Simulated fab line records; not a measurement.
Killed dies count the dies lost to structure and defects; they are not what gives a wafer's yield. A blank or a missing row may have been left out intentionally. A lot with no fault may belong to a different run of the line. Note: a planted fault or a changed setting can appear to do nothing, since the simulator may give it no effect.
Lot-split experiment ; flow ritCmos ; 5 lots, 23 wafers read, on a route of 202 steps

THE SPLIT
At RIT_ACTIVE_CVD_03 (deposits Si3N4 from SiH2Cl2/NH3, target thk 150 nm, time 1500 s), the setting timeS was moved away from the recipe's 1500 s on 15 of the 23 wafers read, by -12.4% to +11.1%. All remaining wafers had this setting at the recipe value.

No step appears in the file between the split and the reading.

THE READING
ACTIVE_NITRIDE_THK, in nm, at RIT_ACTIVE_THK_MEAS_04. Typical for fault-free wafers on this fab line: 151.5 nm, with standard deviation 1.4 nm.

wafer;tool, chamber at the split;timeS as run, s;against the recipe;ACTIVE_NITRIDE_THK, nm;against lot-mates on the recipe
L075.2;lpcvd-02, 0;1500;recipe;151.2;-
L075.3;lpcvd-02, 0;1500;recipe;152.3;-
L075.6;lpcvd-02, 0;1500;recipe;151.6;-
L078.2;-, -;1314;-12.4%;133.2;no lot-mate on the recipe
L078.3;-, -;1314;-12.4%;132.9;no lot-mate on the recipe
L078.4;-, -;1314;-12.4%;133.5;no lot-mate on the recipe
L078.5;-, -;1314;-12.4%;133.8;no lot-mate on the recipe
L078.6;-, -;1314;-12.4%;134.3;no lot-mate on the recipe
L079.1;-, -;1384;-7.7%;140.5;no lot-mate on the recipe
L079.2;-, -;1384;-7.7%;140.5;no lot-mate on the recipe
L079.3;-, -;1384;-7.7%;141.7;no lot-mate on the recipe
L079.5;-, -;1384;-7.7%;141.8;no lot-mate on the recipe
L079.6;-, -;1384;-7.7%;142.4;no lot-mate on the recipe
L081.2;-, -;1667;+11.1%;169.9;no lot-mate on the recipe
L081.3;-, -;1667;+11.1%;168.6;no lot-mate on the recipe
L081.4;-, -;1667;+11.1%;168.5;no lot-mate on the recipe
L081.5;-, -;1667;+11.1%;168.3;no lot-mate on the recipe
L081.6;-, -;1667;+11.1%;168.0;no lot-mate on the recipe
L082.2;-, -;1500;recipe;153.7;-
L082.3;-, -;1500;recipe;153.9;-
L082.4;-, -;1500;recipe;154.7;-
L082.5;-, -;1500;recipe;154.5;-
L082.6;-, -;1500;recipe;155.2;-

THE FIT
A straight line over all 23 wafers: ACTIVE_NITRIDE_THK changes by +1.49 nm for each +1% of timeS; r = +1.00; the points scatter about the line by 1.2 nm.
Too few moved wafers with a lot-mate on the recipe to fit a line net of each lot's own level.

THE WHOLE CHAIN: every reading that the file lists as answering this split, in the file's order
step;what it does;reading;change (the file's fit);r (the file's)
RIT_ACTIVE_CVD_03;deposits Si3N4 from SiH2Cl2/NH3, target thk 150 nm, time 1500 s;Si3N4_of_ACTIVE_CVD_03.thkNm (the simulator's own value, which no gauge read);+1.49 nm for each +1% of the setting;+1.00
RIT_ACTIVE_THK_MEAS_04;;ACTIVE_NITRIDE_THK;+1.49 for each +1% of the setting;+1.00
RIT_ACTIVE_ETCH_13;etches Si3N4 in SF6, stops on SiO2, time 210 s, target depth 210 nm;ACTIVE.featureDepthNm (the simulator's own value, which no gauge read);+1.49 nm for each +1% of the setting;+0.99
RIT_ACTIVE_ETCH_13;etches Si3N4 in SF6, stops on SiO2, time 210 s, target depth 210 nm;etch.depthNm (the simulator's own value, which no gauge read);+1.49 nm for each +1% of the setting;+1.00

FILE'S OWN FIT
ACTIVE_NITRIDE_THK changes by +1.49 nm for each +1% of timeS, r = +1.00.
